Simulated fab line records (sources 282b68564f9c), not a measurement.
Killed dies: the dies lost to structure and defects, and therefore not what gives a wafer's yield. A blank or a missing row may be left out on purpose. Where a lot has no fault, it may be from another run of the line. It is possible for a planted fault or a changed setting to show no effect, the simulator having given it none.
What tool caused it? + flow ritCmos + 16 lots with 48 wafers sampled at 2 steps, on a route of 202 steps

== WHAT EACH GAUGE READ, for each wafer ==
RIT_PLDD_OVL_MEAS_06.
| lot  | measured    | on         | PLDD_OVL (nm)     |
|------|-------------|------------|-------------------|
| L919 | day 2 19:40 | overlay-02 | 2.7 2.2 0.4       |
| L921 | day 3 10:53 | overlay-02 | 1.1 3.1 0.5       |
| L923 | day 3 20:50 | overlay-01 | 3.2 3.7 1.3       |
| L926 | day 4 14:20 | overlay-02 | 3.1 1.0 1.2       |
| L927 | day 4 16:53 | overlay-01 | 0.4 0.1 -0.1      |
| L928 | day 4 18:04 | overlay-02 | 1.5 2.0 2.4       |
| L929 | day 5 02:36 | overlay-01 | 1.6 -0.1 0.4      |
| L930 | day 5 07:10 | overlay-01 | 1.3 0.3 3.6       |
| L933 | day 5 22:50 | overlay-01 | 3.0 2.0 -0.8      |
| L934 | day 6 04:10 | overlay-02 | 242.6 243.5 243.7 |
| L936 | day 6 12:17 | overlay-01 | 243.9 242.1 242.0 |
| L937 | day 6 14:35 | overlay-02 | 240.4 242.2 240.6 |
| L939 | day 7 03:14 | overlay-01 | -2.5 -1.2 -0.5    |
| L940 | day 7 05:47 | overlay-02 | 242.1 243.0 243.5 |
| L941 | day 7 11:10 | overlay-01 | 2.6 3.8 3.1       |
| L942 | day 7 18:25 | overlay-01 | -0.5 0.0 0.2      |

== TOOL THAT RAN EACH LOT (tool first, then ch and the chambers of the sampled wafers, then the start) ==
| lot  | RIT_PLDD_EXPOSE_03                |
|------|-----------------------------------|
| L919 | ilineStepper-02 ch 0, day 2 19:16 |
| L921 | ilineStepper-02 ch 0, day 3 10:30 |
| L923 | ilineStepper-02 ch 0, day 3 20:28 |
| L926 | ilineStepper-01 ch 0, day 4 13:56 |
| L927 | ilineStepper-01 ch 0, day 4 16:29 |
| L928 | ilineStepper-02 ch 0, day 4 17:41 |
| L929 | ilineStepper-01 ch 0, day 5 02:12 |
| L930 | ilineStepper-02 ch 0, day 5 06:46 |
| L933 | ilineStepper-01 ch 0, day 5 22:28 |
| L934 | ilineStepper-02 ch 0, day 6 03:44 |
| L936 | ilineStepper-02 ch 0, day 6 11:53 |
| L937 | ilineStepper-02 ch 0, day 6 14:11 |
| L939 | ilineStepper-01 ch 0, day 7 02:50 |
| L940 | ilineStepper-02 ch 0, day 7 05:25 |
| L941 | ilineStepper-01 ch 0, day 7 10:47 |
| L942 | ilineStepper-01 ch 0, day 7 18:02 |
- RIT_PLDD_EXPOSE_03: exposes mask M8, target cd 40900 nm.

== AS READ BY THE TOOLS THEMSELVES (means over the sampled wafers that have a number; for cases with no such wafer, the mark the record gives instead) ==
The record holds no such reading with a usual standard deviation.

== THE ANSWER, worked out from the rows above alone ==
Rule: the lots themselves supply what counts as usual. Put in order of their means at a reading, lots are off if they are a third of the lots or fewer, leave a main group of 4 or more, and stand apart from it by a gap of 3 or more times the standard deviation of the main group's means; of several such gaps the widest counts. The tables above print the reading to a certain number of digits; a main group whose means all agree to those digits is not used. Also off: a lot with no number at a reading for which 4 or more lots have one. All remaining lots with rows at the step are treated as sound. The gauges are gone through in route order, then the tools' own readings, and for those a lot's mean is taken as printed above. At the first step where some lot is off, the reading lying furthest off is the one used; lots without a number count as furthest.
Off: at RIT_PLDD_OVL_MEAS_06 (PLDD_OVL), L934, L936, L937, L940. Mean 1.3 nm and standard deviation 1.2 in the main group.
If a tool, at a process step before that reading, ran all the lots that are off and no sound lot after the first of them, it fits. The gauges at RIT_PLDD_OVL_MEAS_06 are tried like those tools. One fits: ilineStepper-02 at RIT_PLDD_EXPOSE_03. Its last sound lot is L930 (day 5 06:46), its first lot that is off L934 (day 6 03:44): a fault that began between those two fits.

== WHAT THE SIMULATOR PUT IN ==
Scanner matching overlay: ilineStepper-02, from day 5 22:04 on, at RIT_PLDD_EXPOSE_03. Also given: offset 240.
Lots struck among those shown: L934, L936, L937, L940. This agrees with what the rule above found.
